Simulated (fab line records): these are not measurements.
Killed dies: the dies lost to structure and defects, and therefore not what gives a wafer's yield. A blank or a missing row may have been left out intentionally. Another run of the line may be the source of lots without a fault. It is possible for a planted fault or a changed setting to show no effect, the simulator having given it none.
What tool caused it?	flow rit cmos	7 lots, 21 wafers sampled, at 2 steps of a route of 202

WHAT EACH GAUGE READ, for each wafer
RIT_PLDD_TW_MEAS_10.
lot	measured	on	PLDD_TW
L974	day 3 07:46	film metro-02	2357 2366 2367
L980	day 4 11:23	film metro-03	2314 2306 2318
L986	day 5 16:53	film metro-03	2331 2324 2326
L988	day 6 04:43	film metro-03	30 30 30
L991	day 6 16:20	film metro-01	2391 2396 2387
L993	day 7 01:53	film metro-02	2360 2354 2367
L995	day 7 14:09	film metro-02	2374 2353 2363

WHAT TOOL EACH LOT RAN ON (gives the tool, then ch and the chambers of the sampled wafers, and finally the start)
lot	RIT_NLDD_STRIP_09
L974	plasma asher-04 ch 0,1, day 3 05:56
L980	plasma asher-01 ch 0, day 4 09:40
L986	plasma asher-04 ch 0,1, day 5 15:17
L988	plasma asher-01 ch 0,1, day 6 02:59
L991	plasma asher-02 ch 0,1, day 6 14:44
L993	plasma asher-02 ch 0,1, day 7 00:10
L995	plasma asher-02 ch 0,1, day 7 12:33
- RIT_NLDD_STRIP_09: strips in O2, time 180 s.

THE ANSWER, worked out from the rows above alone
Rule: the lots themselves supply what counts as usual. Put in order of their means at a reading, lots are off if they are a third of the lots or fewer, leave a main group of 4 or more, and stand apart from it by a gap of 3 or more times the standard deviation of the main group's means; of several such gaps the widest counts. If all means in a main group match to the digits the tables above print for the reading, that group is not used. Also off: a lot with no number at a reading for which 4 or more lots have one. All remaining lots with rows at the step are treated as sound.
Off: at RIT_PLDD_TW_MEAS_10 (PLDD_TW), L988. Mean 2353 and standard deviation 26 in the main group.
A tool fits if, at a process step before that reading, it ran every lot that is off, and no sound lot after the first of them. Gauges at RIT_PLDD_TW_MEAS_10: tried the same way as those tools. 2 tools fit, plasma asher-01 at RIT_NLDD_STRIP_09 and film metro-03 at RIT_PLDD_TW_MEAS_10, so this cannot tell which one it is.

WHAT WAS PUT IN BY THE SIMULATOR
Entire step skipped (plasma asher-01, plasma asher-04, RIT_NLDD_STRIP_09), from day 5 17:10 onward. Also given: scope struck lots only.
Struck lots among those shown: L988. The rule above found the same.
